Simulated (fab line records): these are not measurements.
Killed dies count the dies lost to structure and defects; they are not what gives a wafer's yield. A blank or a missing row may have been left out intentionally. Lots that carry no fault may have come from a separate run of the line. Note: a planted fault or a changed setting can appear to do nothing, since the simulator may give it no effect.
Problem report, 8D (eight disciplines) form, completed by code | flow rit-cmos | the parts of the form that need people (team, actions taken, sign-off) are left out

1. WHAT WENT WRONG
killed-at-front-end at RIT_M1_PROBE_99 reads a mean of 35 on 6 wafers of 2 lots; wafers without a fault read 7 with a standard deviation of 3. That puts it +9.3 standard deviations away from the usual mean.
First observed at day 7 13:33: wafer L795.1, on prober-01. The record holds 9 wafers of 3 lots with a number at this step. Rule for "out", or "out of limits": more than 4 standard deviations from the usual mean. Any other wafer with a number is counted as sound.

2. WHAT IT IS, AND WHAT IT ISN'T
question                    | is                                              | is not
which readings at this step | killed-at-front-end, killed-dies, killed-on-rim | killed-at-contacts, killed-open, killed-short
which lots                  | L795, L797                                      | L783
which wafers of those lots  | all that have a number                          | -
read on which tools         | prober-01                                       | -
when                        | from day 7 13:33                                | up to then (3 sound wafers)

3. SUSPECTS, AND WHAT RULES EACH OUT
Counting: a tool at a process step up to the reading stays a suspect if it ran every lot that is out and no sound lot after the first of them.
- wet-bench-04 at RIT_GATE_CLEAN_02 (cleans in dHF, time 30 s): kept. It ran every lot that is out, first L795 (day 6 10:01), and no sound lot after that.
- prober-01 at RIT_M1_PROBE_99: kept. It processed each lot that is out, first L795 at day 7 13:33, and no sound lot thereafter; up to then, the last sound lot it processed was L783 at day 5 02:46. Its own readings are out on those wafers: killed-at-front-end, killed-dies, killed-on-rim.
After counting, wet-bench-04 at RIT_GATE_CLEAN_02 and prober-01 at RIT_M1_PROBE_99 remain.

4. THE CAUSE (what the simulator had put in)
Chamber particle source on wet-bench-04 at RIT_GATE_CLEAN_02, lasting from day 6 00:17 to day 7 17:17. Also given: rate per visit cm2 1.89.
After counting, 2 suspects remain, this tool included.

5. THE CHAIN OF EFFECTS, in route order
Each row: a reading whose mean over the struck wafers that have a number lies more than 3 standard deviations from the usual. Scope: only readings with a usual standard deviation given in the record; hours: median across lots of the time from each lot's start at the first step in this table that gives one to its start at this step; sigmas: change in usual standard deviations.
hours | step            | reading             | usual | on struck wafers | change | sigmas
0     | RIT_M1_PROBE_99 | killed-at-front-end | 7     | 35               | +28    | +9.3
0     | RIT_M1_PROBE_99 | killed-dies         | 7     | 35               | +28    | +9.3
0     | RIT_M1_PROBE_99 | killed-on-rim       | 2     | 10               | +8     | +5.7
The process steps in it:
- RIT_M1_PROBE_99

6. HOW IT WOULD HAVE BEEN CAUGHT EARLIER
In this record no reading fell out of limits until day 7 13:33, 37 hours after the fault had begun at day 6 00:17.
Lots out: 2; all had begun RIT_GATE_CLEAN_02 on wet-bench-04 by day 7 13:33. None of them would have been spared by holding the tool at that moment.
